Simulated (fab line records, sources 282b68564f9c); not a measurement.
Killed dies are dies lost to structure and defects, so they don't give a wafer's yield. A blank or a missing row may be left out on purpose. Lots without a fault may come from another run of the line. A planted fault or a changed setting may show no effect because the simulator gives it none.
fab line records | flow rit_cmos
record lots=5 wafers=15 last_day=7
route steps=202 shown NLDD@105 PLDD@114 SPACER@125 NSD@131
lots that met no fault: from a run of the same line without faults
start_h: hours from the record's first day to the start of the lot's first wafer shown | wait_h: hours since the lot's step before | " the same as in the row above | L1.1+2: a row that stands for several wafers | - no value, or no start given | * or withheld: withheld | < > ~ a bound
route shown NAME@n: a module of which the file shows steps, and the number in the route of the first | usual: mean/standard deviation of fault-free wafers | same: alike in all rows | chamber/n: place in a boat | sites: the reading at each site | _std_site: their standard deviation | _edge_site: outer sites' mean less inner sites' | radius_mm: how far each site lies from the wafer's centre | mask NAME#n: copy n | behind: the tool/chamber that last shaped the wafer | hold: why the lot was held/for how many hours/how that ended | device: the transistor (n, p or np) that didn't switch | end of line: the same wafers' tests at the end of the route | a step without rows: its recipe alone | killed: dies lost to structure and defects at the first sort, not the wafer's yield | map: a wafer's dies, x killed, . not, _ none there
set.NAME: the setting as run; set.NAME@STEP: as run at that earlier step | model.NAME: the simulator's own value behind a step, which no gauge read
lots at some steps of the route; a table a step, a row a wafer
services: from which hour (start_h, from the record's first day; less than 0 if before it) a tool's chamber was out of use, for how many hours, and why
## steps
# step RIT_NLDD_SOFTBAKE_02
# recipe resist=NOVOLAK temp_c=90 time_s=60
# same time_s=60
# columns lot.wafer tool chamber start_h wait_h
L075.1+2+4 litho_track-03 0 45.70 0.1
L079.1+3+6 litho_track-02 0 69.95 0.1
L085.1+3+5 litho_track-03 0 96.63 0.1
L094.1+2+6 litho_track-02 0 141.19 0.1
L097.1+2+6 litho_track-03 0 156.96 0.1
# step RIT_NLDD_EXPOSE_03
# recipe mask_id=M7 na=0.57 target_cd_nm=40700 dose_mj=250
# columns lot.wafer tool chamber start_h wait_h mask
L075.1+2+4 iline_stepper-02 0 45.98 0.2 M7#0
L079.1+3+6 iline_stepper-01 0 70.10 0.1 M7#0
L085.1+3+5 iline_stepper-01 0 96.78 0.1 M7#0
L094.1+2+6 iline_stepper-02 0 141.34 0.1 M7#0
L097.1+2+6 iline_stepper-01 0 157.23 0.2 M7#0
# step RIT_NLDD_PEB_04
# recipe resist=NOVOLAK temp_c=withheld time_s=withheld
# columns lot.wafer tool chamber start_h wait_h
L075.1+2+4 litho_track-02 0 46.09 0.1
L079.1+3+6 litho_track-04 0 70.34 0.2
L085.1+3+5 litho_track-04 0 97.06 0.3
L094.1+2+6 litho_track-02 0 141.65 0.3
L097.1+2+6 litho_track-03 0 157.35 0.1
# step RIT_NLDD_DEVELOP_05
# recipe resist=NOVOLAK develop_time_s=50 dev_temp_c=23
# columns lot.wafer tool chamber start_h wait_h
L075.1+2+4 litho_track-02 0 - -
L079.1+3+6 litho_track-04 0 - -
L085.1+3+5 litho_track-04 0 - -
L094.1+2+6 litho_track-02 0 - -
L097.1+2+6 litho_track-03 0 - -
# step RIT_NLDD_OVL_MEAS_06
# usual NLDD_OVL=0.0/1.3
# columns lot.wafer tool chamber start_h wait_h NLDD_OVL[nm]
L075.1 overlay-01 - 46.38 - -1.1
L075.2 " - " " -0.5
L075.4 " - " " -1.7
L079.1 overlay-01 - 70.62 - -2.3
L079.3 " - " " -1.4
L079.6 " - " " -1.4
L085.1 overlay-02 - 97.34 - -2.1
L085.3 " - " " 1.1
L085.5 " - " " -0.7
L094.1 overlay-02 - 141.94 - -1.6
L094.2 " - " " -2.3
L094.6 " - " " -2.5
L097.1 overlay-01 - 157.63 - 0.1
L097.2 " - " " 0.0
L097.6 " - " " 0.9
# step RIT_NLDD_HARDBAKE_07
# recipe resist=NOVOLAK temp_c=140 time_s=60
# same time_s=60
# columns lot.wafer tool chamber start_h wait_h
L075.1+2+4 litho_track-03 0 46.41 0.0
L079.1+3+6 litho_track-04 0 70.66 0.0
L085.1+3+5 litho_track-02 0 97.39 0.0
L094.1+2+6 litho_track-04 0 142.15 0.2
L097.1+2+6 litho_track-04 0 157.67 0.0
# step RIT_NLDD_IMPLANT_08
# recipe species=P energy_kev=20 dose_cm2=5e+14 tilt_deg=7
# columns lot.wafer tool chamber start_h wait_h
L075.1+2+4 implanter-01 0 46.56 0.1
L079.1+3+6 implanter-01 0 70.81 0.1
L085.1+3+5 implanter-04 0 97.54 0.1
L094.1+2+6 implanter-04 0 142.30 0.1
L097.1+2+6 implanter-02 0 157.82 0.1
# step RIT_NLDD_STRIP_09
# recipe chemistry=O2 time_s=180 resist=NOVOLAK platen_temp_c=withheld power_w=500 pressure_mtorr=4000 o2_flow_sccm=4000
# usual drypump_motor_current_A=5.8/0.33
# same time_s=180
# columns lot.wafer tool chamber start_h wait_h drypump_motor_current_A rf_hours_counter_h
L075.1 plasma_asher-01 0 46.71 0.1 5.6 42
L075.2 " 1 " " 6.3 42
L075.4 " 0 " " 5.6 -
L079.1 plasma_asher-01 0 70.96 0.1 5.6 45
L079.3 " 1 " " 6.3 -
L079.6 " 1 " " 6.3 -
L085.1 plasma_asher-04 1 97.69 0.1 5.8 46
L085.3 " 1 " " 5.8 -
L085.5 " 1 " " 5.8 -
L094.1 plasma_asher-04 1 142.45 0.1 5.8 51
L094.2 " 0 " " 5.5 51
L094.6 " 1 " " 5.7 -
L097.1 plasma_asher-04 1 157.97 0.1 5.7 52
L097.2 " 0 " " 5.5 52
L097.6 " 1 " " 5.7 -
# step RIT_NLDD_TW_MEAS_10
# usual NLDD_TW=2509/35
# columns lot.wafer tool chamber start_h wait_h NLDD_TW
L075.1 film_metro-04 - 46.89 0.1 2510
L075.2 " - " " 2500
L075.4 " - " " 2509
L079.1 film_metro-04 - 71.13 0.1 2518
L079.3 " - " " 2512
L079.6 " - " " 2511
L085.1 film_metro-01 - 97.87 0.1 2565
L085.3 " - " " 2546
L085.5 " - " " 2551
L094.1 film_metro-04 - 142.63 0.1 2507
L094.2 " - " " 2497
L094.6 " - " " 2509
L097.1 film_metro-02 - 158.14 0.1 2434
L097.2 " - " " 2454
L097.6 " - " " 2465
# step RIT_PLDD_HMDS_00
# recipe prime_time_s=60 prime_temp_c=140
# columns lot.wafer tool chamber start_h wait_h
L075.1+2+4 litho_track-03 0 46.95 0.1
L079.1+3+6 litho_track-03 0 71.19 0.1
L085.1+3+5 litho_track-04 0 97.98 0.1
L094.1+2+6 litho_track-01 0 142.69 0.1
L097.1+2+6 litho_track-01 0 158.20 0.1
# step RIT_PLDD_COAT_01
# recipe resist=NOVOLAK spin_rpm=3250 resist_thk_nm=1000
# usual dispense_pressure_kPa=53.1/2.3
# columns lot.wafer tool chamber start_h wait_h dispense_pressure_kPa
L075.1 litho_track-03 0 47.10 0.1 50.6
L075.2 " 0 " " 50.6
L075.4 " 0 " " 50.6
L079.1 litho_track-03 0 71.34 0.1 50.6
L079.3 " 0 " " 50.6
L079.6 " 0 " " 50.6
L085.1 litho_track-04 0 98.13 0.1 57.1
L085.3 " 0 " " 57.1
L085.5 " 0 " " 57.1
L094.1 litho_track-01 0 142.84 0.1 54.3
L094.2 " 0 " " 54.3
L094.6 " 0 " " 54.3
L097.1 litho_track-01 0 158.35 0.1 54.3
L097.2 " 0 " " 54.3
L097.6 " 0 " " 54.4
# step RIT_PLDD_SOFTBAKE_02
# recipe resist=NOVOLAK temp_c=90 time_s=60
# same time_s=60
# columns lot.wafer tool chamber start_h wait_h
L075.1+2+4 litho_track-03 0 47.25 0.1
L079.1+3+6 litho_track-03 0 71.49 0.1
L085.1+3+5 litho_track-04 0 98.28 0.1
L094.1+2+6 litho_track-01 0 142.99 0.1
L097.1+2+6 litho_track-01 0 158.50 0.1
# step RIT_PLDD_EXPOSE_03
# recipe mask_id=M8 na=0.57 target_cd_nm=40900 dose_mj=250
# columns lot.wafer tool chamber start_h wait_h mask
L075.1+2+4 iline_stepper-01 0 47.52 0.2 M8#0
L079.1+3+6 iline_stepper-01 0 71.64 0.1 M8#0
L085.1+3+5 iline_stepper-02 0 98.55 0.2 M8#0
L094.1+2+6 iline_stepper-01 0 143.26 0.2 M8#0
L097.1+2+6 iline_stepper-01 0 158.78 0.2 M8#0
# step RIT_PLDD_PEB_04
# recipe resist=NOVOLAK temp_c=withheld time_s=withheld
# columns lot.wafer tool chamber start_h wait_h
L075.1+2+4 litho_track-03 0 47.64 0.1
L079.1+3+6 litho_track-03 0 71.76 0.1
L085.1+3+5 litho_track-03 0 98.67 0.1
L094.1+2+6 litho_track-01 0 143.38 0.1
L097.1+2+6 litho_track-03 0 158.90 0.1
# step RIT_PLDD_DEVELOP_05
# recipe resist=NOVOLAK develop_time_s=50 dev_temp_c=23
# columns lot.wafer tool chamber start_h wait_h
L075.1+2+4 litho_track-03 0 - -
L079.1+3+6 litho_track-03 0 - -
L085.1+3+5 litho_track-03 0 - -
L094.1+2+6 litho_track-01 0 - -
L097.1+2+6 litho_track-03 0 - -
# step RIT_PLDD_OVL_MEAS_06
# usual PLDD_OVL=-0.7/1.2
# columns lot.wafer tool chamber start_h wait_h PLDD_OVL[nm]
L075.1 overlay-02 - 47.92 - -2.6
L075.2 " - " " -1.0
L075.4 " - " " -0.5
L079.1 overlay-01 - 72.04 - -2.1
L079.3 " - " " -2.5
L079.6 " - " " -2.4
L085.1 overlay-01 - 98.95 - 1.6
L085.3 " - " " 0.2
L085.5 " - " " 0.2
L094.1 overlay-01 - 143.66 - -0.2
L094.2 " - " " -1.9
L094.6 " - " " 0.0
L097.1 overlay-02 - 159.18 - -0.2
L097.2 " - " " 0.5
L097.6 " - " " -0.3
# step RIT_PLDD_HARDBAKE_07
# recipe resist=NOVOLAK temp_c=140 time_s=60
# same time_s=60
# columns lot.wafer tool chamber start_h wait_h
L075.1+2+4 litho_track-01 0 47.96 0.0
L079.1+3+6 litho_track-01 0 72.08 0.0
L085.1+3+5 litho_track-01 0 98.99 0.0
L094.1+2+6 litho_track-03 0 143.70 0.0
L097.1+2+6 litho_track-01 0 159.22 0.0
# step RIT_PLDD_IMPLANT_08
# recipe species=BF2 energy_kev=20 dose_cm2=9e+14 tilt_deg=7
# columns lot.wafer tool chamber start_h wait_h
L075.1+2+4 implanter-03 0 48.11 0.1
L079.1+3+6 implanter-03 0 72.23 0.1
L085.1+3+5 implanter-04 0 99.14 0.1
L094.1+2+6 implanter-04 0 143.85 0.1
L097.1+2+6 implanter-03 0 159.37 0.1
# step RIT_PLDD_STRIP_09
# recipe chemistry=O2 time_s=180 resist=NOVOLAK platen_temp_c=withheld power_w=500 pressure_mtorr=4000 o2_flow_sccm=4000
# usual drypump_motor_current_A=5.65/0.26
# same time_s=180
# columns lot.wafer tool chamber start_h wait_h drypump_motor_current_A rf_hours_counter_h
L075.1 plasma_asher-02 0 48.26 0.1 5.11 28
L075.2 " 1 " " 5.97 28
L075.4 " 1 " " 5.94 -
L079.1 plasma_asher-04 1 72.38 0.1 5.73 43
L079.3 " 0 " " 5.55 -
L079.6 " 1 " " 5.72 -
L085.1 plasma_asher-03 0 99.29 0.1 6.05 40
L085.3 " 1 " " 5.42 -
L085.5 " 0 " " 6.09 -
L094.1 plasma_asher-03 1 144.00 0.1 5.42 3
L094.2 " 0 " " 6.07 3
L094.6 " 0 " " 6.06 -
L097.1 plasma_asher-04 1 159.52 0.1 5.73 52
L097.2 " 0 " " 5.56 52
L097.6 " 0 " " 5.54 -
# step RIT_PLDD_TW_MEAS_10
# usual PLDD_TW=2350/35
# columns lot.wafer tool chamber start_h wait_h PLDD_TW
L075.1 film_metro-04 - 48.43 0.1 2381
L075.2 " - " " 2367
L075.4 " - " " 2357
L079.1 film_metro-02 - 72.55 0.1 2330
L079.3 " - " " 2317
L079.6 " - " " 2328
L085.1 film_metro-01 - 99.46 0.1 2418
L085.3 " - " " 2408
L085.5 " - " " 2424
L094.1 film_metro-04 - 144.18 0.1 2354
L094.2 " - " " 2341
L094.6 " - " " 2336
L097.1 film_metro-04 - 159.69 0.1 2335
L097.2 " - " " 2341
L097.6 " - " " 2349
# step RIT_SPACER_CLEAN_00
# recipe chemistry=SC1 mix=3:3:50 time_s=600 temp_c=75
# same time_s=600
# columns lot.wafer tool chamber start_h wait_h
L075.1+2+4 wet_bench-03 2 48.49 0.1
L079.1+3+6 wet_bench-03 0 72.61 0.1
L085.1+3+5 wet_bench-02 3 99.52 0.1
L094.1+2+6 wet_bench-02 2 144.24 0.1
L097.1+2+6 wet_bench-02 3 159.75 0.1
# step RIT_SPACER_CLEAN_01
# recipe chemistry=dHF dilution=50:1 time_s=30
# same time_s=30
# columns lot.wafer tool chamber start_h wait_h
L075.1+2+4 wet_bench-01 3 48.67 0.0
L079.1+3+6 wet_bench-01 2 72.79 0.0
L085.1+3+5 wet_bench-03 2 99.71 0.0
L094.1+2+6 wet_bench-01 2 144.41 0.0
L097.1+2+6 wet_bench-03 0 159.93 0.0
# step RIT_SPACER_CLEAN_02
# recipe chemistry=SC2 mix=3:3:50 time_s=600 temp_c=75 dry=n2_spin
# same time_s=600
# columns lot.wafer tool chamber start_h wait_h
L075.1+2+4 wet_bench-02 0 48.69 0.0
L079.1+3+6 wet_bench-02 2 72.81 0.0
L085.1+3+5 wet_bench-02 3 99.73 0.0
L094.1+2+6 wet_bench-03 3 144.43 0.0
L097.1+2+6 wet_bench-02 3 159.94 0.0
# step RIT_SPACER_CVD_03
# recipe material=Si3N4 target_thk_nm=250 temp_c=810 precursor=SiH2Cl2/NH3 time_s=3300 pressure_mtorr=300 sih2cl2_flow_sccm=60 nh3_flow_sccm=150
# usual pressure_mtorr=300.0/0.57 sih2cl2_flow_sccm=60.00/0.19 spike_tc_centre_C=812.3/1.4
# same time_s=3300
# columns lot.wafer tool chamber start_h wait_h pressure_mtorr sih2cl2_flow_sccm spike_tc_centre_C
L075.1 lpcvd-01 0 48.86 0.0 299.9 59.71 812.2
L075.2 " 0 " " 300.1 60.09 812.3
L075.4 " 0 " " 300.4 60.15 813.3
L079.1 lpcvd-01 0 72.98 0.0 300.3 59.84 812.8
L079.3 " 0 " " 299.6 60.13 814.5
L079.6 " 0 " " 300.6 59.91 812.5
L085.1 lpcvd-01 1 99.92 0.0 299.8 60.12 811.2
L085.3 " 1 " " 299.4 60.11 812.6
L085.5 " 1 " " 299.2 59.98 810.8
L094.1 lpcvd-01 0 144.64 0.0 299.9 60.05 813.4
L094.2 " 0 " " 299.7 60.23 813.3
L094.6 " 0 " " 300.3 60.11 813.8
L097.1 lpcvd-02 0 160.12 0.0 299.0 59.91 813.0
L097.2 " 0 " " 299.0 59.82 813.7
L097.6 " 0 " " 300.0 59.89 813.8
# step RIT_SPACER_THK_MEAS_04
# recipe reads=Si3N4_of_SPACER_CVD_03
# usual SPACER_NITRIDE_THK=249.8/2
# columns lot.wafer tool chamber start_h wait_h SPACER_NITRIDE_THK[nm]
L075.1 film_metro-01 - 50.78 0.0 252.9
L075.2 " - " " 253.0
L075.4 " - " " 250.4
L079.1 film_metro-03 - 74.90 0.0 251.6
L079.3 " - " " 250.5
L079.6 " - " " 251.8
L085.1 film_metro-03 - 101.84 0.0 251.4
L085.3 " - " " 249.5
L085.5 " - " " 251.7
L094.1 film_metro-04 - 146.55 0.0 252.3
L094.2 " - " " 252.8
L094.6 " - " " 252.4
L097.1 film_metro-04 - 162.03 0.0 250.8
L097.2 " - " " 252.3
L097.6 " - " " 250.4
# step RIT_SPACER_ETCHBACK_05
# recipe target_depth_a=2500 SF6_flow_sccm=30 CHF3_flow_sccm=30 target=Si3N4 chemistry=SF6/CHF3 pressure_mtorr=40 rf_w=250 time_s=240 stop_on=SiO2
# usual CHF3_flow_sccm=30.01/0.082 SF6_flow_sccm=30.02/0.079 drypump_motor_current_A=5.7/0.5 oes_product_au=0.844/0.014 throttle_valve_pct=10.22/0.15
# same time_s=240
# columns lot.wafer tool chamber start_h wait_h CHF3_flow_sccm SF6_flow_sccm drypump_motor_current_A oes_product_au rf_hours_counter_h throttle_valve_pct
L075.1 rie_diel-03 2 50.84 0.1 29.81 30.19 4.9 0.833 35 10.21
L075.2 " 3 " " 30.08 30.03 5.9 0.853 41 10.32
L075.4 " 0 " " 30.03 30.03 6.4 0.839 73 10.10
L079.1 rie_diel-03 3 74.96 0.1 29.94 30.15 5.9 0.834 41 10.32
L079.3 " 0 " " 29.95 30.04 6.4 0.829 73 10.07
L079.6 " 0 " " 29.89 29.91 6.4 0.835 - 10.10
L085.1 rie_diel-03 0 101.90 0.1 29.95 29.91 6.3 0.843 74 10.09
L085.3 " 2 " " 29.97 30.10 4.9 0.825 35 10.20
L085.5 " 3 " " 30.04 30.07 5.9 0.841 - 10.34
L094.1 rie_diel-01 0 146.61 0.1 29.84 30.08 5.7 0.852 7 10.16
L094.2 " 1 " " 29.94 30.05 6.0 0.866 143 10.01
L094.6 " 0 " " 29.89 30.07 5.7 0.848 - 10.17
L097.1 rie_diel-01 2 162.09 0.1 30.02 30.10 6.3 0.836 138 10.04
L097.2 " 0 " " 29.96 29.97 5.7 0.855 7 10.16
L097.6 " 2 " " 29.95 30.08 6.3 0.844 - 10.06
# step RIT_NSD_HMDS_00
# recipe prime_time_s=60 prime_temp_c=140
# columns lot.wafer tool chamber start_h wait_h
L075.1+2+4 litho_track-04 0 50.99 0.1
L079.1+3+6 litho_track-01 0 75.11 0.1
L085.1+3+5 litho_track-01 0 102.05 0.1
L094.1+2+6 litho_track-04 0 146.76 0.1
L097.1+2+6 litho_track-01 0 162.24 0.1
# step RIT_NSD_COAT_01
# recipe resist=NOVOLAK spin_rpm=3250 resist_thk_nm=1000
# usual dispense_pressure_kPa=53/3.7
# columns lot.wafer tool chamber start_h wait_h dispense_pressure_kPa
L075.1 litho_track-04 0 51.14 0.1 57
L075.2 " 0 " " 57
L075.4 " 0 " " 57
L079.1 litho_track-01 0 75.26 0.1 54
L079.3 " 0 " " 54
L079.6 " 0 " " 54
L085.1 litho_track-01 0 102.20 0.1 54
L085.3 " 0 " " 54
L085.5 " 0 " " 54
L094.1 litho_track-04 0 146.91 0.1 57
L094.2 " 0 " " 57
L094.6 " 0 " " 57
L097.1 litho_track-01 0 162.39 0.1 54
L097.2 " 0 " " 54
L097.6 " 0 " " 54
# step RIT_NSD_SOFTBAKE_02
# recipe resist=NOVOLAK temp_c=90 time_s=60
# same time_s=60
# columns lot.wafer tool chamber start_h wait_h
L075.1+2+4 litho_track-04 0 51.29 0.1
L079.1+3+6 litho_track-01 0 75.41 0.1
L085.1+3+5 litho_track-01 0 102.35 0.1
L094.1+2+6 litho_track-04 0 147.06 0.1
L097.1+2+6 litho_track-01 0 162.54 0.1
# step RIT_NSD_EXPOSE_03
# recipe mask_id=M9 na=0.57 target_cd_nm=40700 dose_mj=250
# columns lot.wafer tool chamber start_h wait_h mask
L075.1+2+4 iline_stepper-02 0 51.56 0.2 M9#0
L079.1+3+6 iline_stepper-01 0 75.56 0.1 M9#0
L085.1+3+5 iline_stepper-02 0 102.62 0.2 M9#0
L094.1+2+6 iline_stepper-02 0 147.34 0.2 M9#0
L097.1+2+6 iline_stepper-01 0 162.69 0.1 M9#0
# step RIT_NSD_PEB_04
# recipe resist=NOVOLAK temp_c=withheld time_s=withheld
# columns lot.wafer tool chamber start_h wait_h
L075.1+2+4 litho_track-01 0 51.68 0.1
L079.1+3+6 litho_track-01 0 75.67 0.1
L085.1+3+5 litho_track-02 0 102.74 0.1
L094.1+2+6 litho_track-04 0 147.45 0.1
L097.1+2+6 litho_track-01 0 162.81 0.1
# step RIT_NSD_DEVELOP_05
# recipe resist=NOVOLAK develop_time_s=50 dev_temp_c=23
# columns lot.wafer tool chamber start_h wait_h
L075.1+2+4 litho_track-01 0 - -
L079.1+3+6 litho_track-01 0 - -
L085.1+3+5 litho_track-02 0 - -
L094.1+2+6 litho_track-04 0 - -
L097.1+2+6 litho_track-01 0 - -
# step RIT_NSD_OVL_MEAS_06
# usual NSD_OVL=-0.3/1.3
# columns lot.wafer tool chamber start_h wait_h NSD_OVL[nm]
L075.1 overlay-02 - 51.96 - 0.5
L075.2 " - " " -0.1
L075.4 " - " " 0.9
L079.1 overlay-01 - 75.96 - 0.6
L079.3 " - " " 0.9
L079.6 " - " " -1.9
L085.1 overlay-01 - 103.02 - 0.2
L085.3 " - " " 1.0
L085.5 " - " " -0.6
L094.1 overlay-01 - 147.74 - 0.2
L094.2 " - " " -0.3
L094.6 " - " " -1.5
L097.1 overlay-01 - 163.09 - 0.3
L097.2 " - " " -0.1
L097.6 " - " " 0.9
# step RIT_NSD_HARDBAKE_07
# recipe resist=NOVOLAK temp_c=140 time_s=60
# same time_s=60
# columns lot.wafer tool chamber start_h wait_h
L075.1+2+4 litho_track-01 0 52.00 0.0
L079.1+3+6 litho_track-01 0 75.99 0.0
L085.1+3+5 litho_track-04 0 103.06 0.0
L094.1+2+6 litho_track-01 0 147.77 0.0
L097.1+2+6 litho_track-01 0 163.13 0.0
# step RIT_NSD_IMPLANT_08
# recipe species=P energy_kev=25 dose_cm2=1e+15 tilt_deg=7
# columns lot.wafer tool chamber start_h wait_h
L075.1+2+4 implanter-01 0 52.15 0.1
L079.1+3+6 implanter-01 0 76.14 0.1
L085.1+3+5 implanter-03 0 103.21 0.1
L094.1+2+6 implanter-03 0 147.92 0.1
L097.1+2+6 implanter-01 0 163.28 0.1
# step RIT_NSD_STRIP_09
# recipe chemistry=O2 time_s=180 resist=NOVOLAK platen_temp_c=withheld power_w=500 pressure_mtorr=4000 o2_flow_sccm=4000
# usual drypump_motor_current_A=5.8/0.32
# same time_s=180
# columns lot.wafer tool chamber start_h wait_h drypump_motor_current_A rf_hours_counter_h
L075.1 plasma_asher-04 1 52.30 0.1 5.8 41
L075.2 " 0 " " 5.5 41
L075.4 " 0 " " 5.5 -
L079.1 plasma_asher-01 1 76.29 0.1 6.3 45
L079.3 " 1 " " 6.3 -
L079.6 " 0 " " 5.6 -
L085.1 plasma_asher-03 1 103.36 0.1 5.4 40
L085.3 " 0 " " 6.1 -
L085.5 " 1 " " 5.4 -
L094.1 plasma_asher-04 0 148.07 0.1 5.5 51
L094.2 " 1 " " 5.7 51
L094.6 " 1 " " 5.7 -
L097.1 plasma_asher-01 1 163.43 0.1 6.3 55
L097.2 " 0 " " 5.6 55
L097.6 " 0 " " 5.6 -
## services
# columns tool chamber start_h hours kind
iline_stepper-02 0 31.23 - calibration
implanter-02 - 37.09 1.7 repair
wet_bench-02 - 49.65 4.4 pm
rie_diel-01 2 55.12 5.9 repair
implanter-02 - 68.94 6.0 repair
rie_diel-03 2 70.81 8.4 repair
implanter-03 - 88.18 2.9 repair
implanter-02 - 99.61 3.7 pm
implanter-04 - 100.21 2.7 pm
wet_bench-03 - 102.07 3.7 repair
rie_diel-03 1 103.61 - clean
rie_diel-03 1 103.61 20.3 scheduled_down
rie_diel-03 1 103.61 20.3 vent_cycle
iline_stepper-01 0 104.23 - calibration
plasma_asher-03 - 108.75 9.0 pm
plasma_asher-03 0 108.75 9.0 vent_cycle
plasma_asher-03 1 108.75 9.0 vent_cycle
iline_stepper-02 - 120.58 1.7 pm
iline_stepper-01 - 127.32 1.7 pm
rie_diel-01 3 134.24 3.2 repair
implanter-01 - 135.63 15.8 repair
implanter-02 - 137.85 14.8 repair
wet_bench-03 - 147.88 2.2 repair
implanter-03 - 156.19 3.0 pm
## key
fault none
